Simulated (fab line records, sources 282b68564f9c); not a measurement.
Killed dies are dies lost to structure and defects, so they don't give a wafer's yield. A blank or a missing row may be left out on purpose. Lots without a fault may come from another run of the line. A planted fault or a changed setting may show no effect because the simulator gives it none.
Which tool did it? | flow rit_cmos | 14 lots, 42 wafers sampled, at 1 step of a route of 202

WHAT THE GAUGES READ, wafer by wafer
The record holds no reading of a measuring or inspecting step that can be judged against a usual standard deviation.

WHICH TOOL RAN EACH LOT (tool, then ch and the chambers of the sampled wafers, then the start)
lot  | RIT_PLDD_EXPOSE_03
L417 | iline_stepper-02 ch 0, day 2 21:35
L418 | iline_stepper-02 ch 0, day 2 23:49
L419 | iline_stepper-02 ch 0, day 3 03:34
L420 | iline_stepper-02 ch 0, day 3 08:59
L421 | iline_stepper-02 ch 0, day 3 13:53
L422 | iline_stepper-01 ch 0, day 3 21:37
L424 | iline_stepper-02 ch 0, day 4 06:59
L426 | iline_stepper-01, day 4 15:23
L427 | iline_stepper-01, day 4 20:49
L436 | iline_stepper-01 ch 0, day 6 18:15
L437 | iline_stepper-02 ch 0, day 6 21:32
L438 | iline_stepper-01 ch 0, day 7 05:04
L439 | iline_stepper-01 ch 0, day 7 07:58
L440 | iline_stepper-02 ch 0, day 7 13:52
- RIT_PLDD_EXPOSE_03: exposes mask M8, target cd 40900 nm.

WHAT THE TOOLS THEMSELVES READ (means of the sampled wafers that have a number; where no wafer has one, the mark that the record gives instead)
RIT_PLDD_EXPOSE_03. Usual: exposure_dose_mJ_cm2 249.97, standard deviation 0.27; focus_offset_nm 0.2 nm, standard deviation 0.54.
lot  | tool             | exposure_dose_mJ_cm2 | focus_offset_nm (nm) | flag
L417 | iline_stepper-02 | 250.09               | -0.1                 |
L418 | iline_stepper-02 | 249.90               | 0.6                  |
L419 | iline_stepper-02 | 249.93               | 0.5                  |
L420 | iline_stepper-02 | 250.08               | 0.3                  |
L421 | iline_stepper-02 | 249.93               | 0.4                  |
L422 | iline_stepper-01 | 250.05               | -0.5                 |
L424 | iline_stepper-02 | 249.81               | 0.0                  |
L426 | iline_stepper-01 | -                    | -                    | OFF
L427 | iline_stepper-01 | -                    | -                    | OFF
L436 | iline_stepper-01 | 250.02               | 0.8                  |
L437 | iline_stepper-02 | 250.16               | 0.1                  |
L438 | iline_stepper-01 | 250.04               | 0.8                  |
L439 | iline_stepper-01 | 250.10               | 0.4                  |
L440 | iline_stepper-02 | 249.93               | 0.3                  |

THE ANSWER, worked out from the rows above alone
Rule: a lot is off if the mean of its wafers that have a number lies more than 3 standard deviations from the usual mean. A lot without any number at a reading at which 4 lots or more have one is off too. The other lots that the step has rows for count as sound. The gauges are gone through in route order, then the tools' own readings, and for those a lot's mean is taken as printed above. The first step at which some lot is off is used, and at that step the reading that is off furthest; a lot without a number counts as furthest.
Off: L426, L427, at RIT_PLDD_EXPOSE_03 (exposure_dose_mJ_cm2). Without a number there: L426, L427.
A tool fits if, at that step or a process step before it, it ran every lot that is off, and no sound lot after the first of them. None of those tried fits.

WHAT THE SIMULATOR HAD PUT IN
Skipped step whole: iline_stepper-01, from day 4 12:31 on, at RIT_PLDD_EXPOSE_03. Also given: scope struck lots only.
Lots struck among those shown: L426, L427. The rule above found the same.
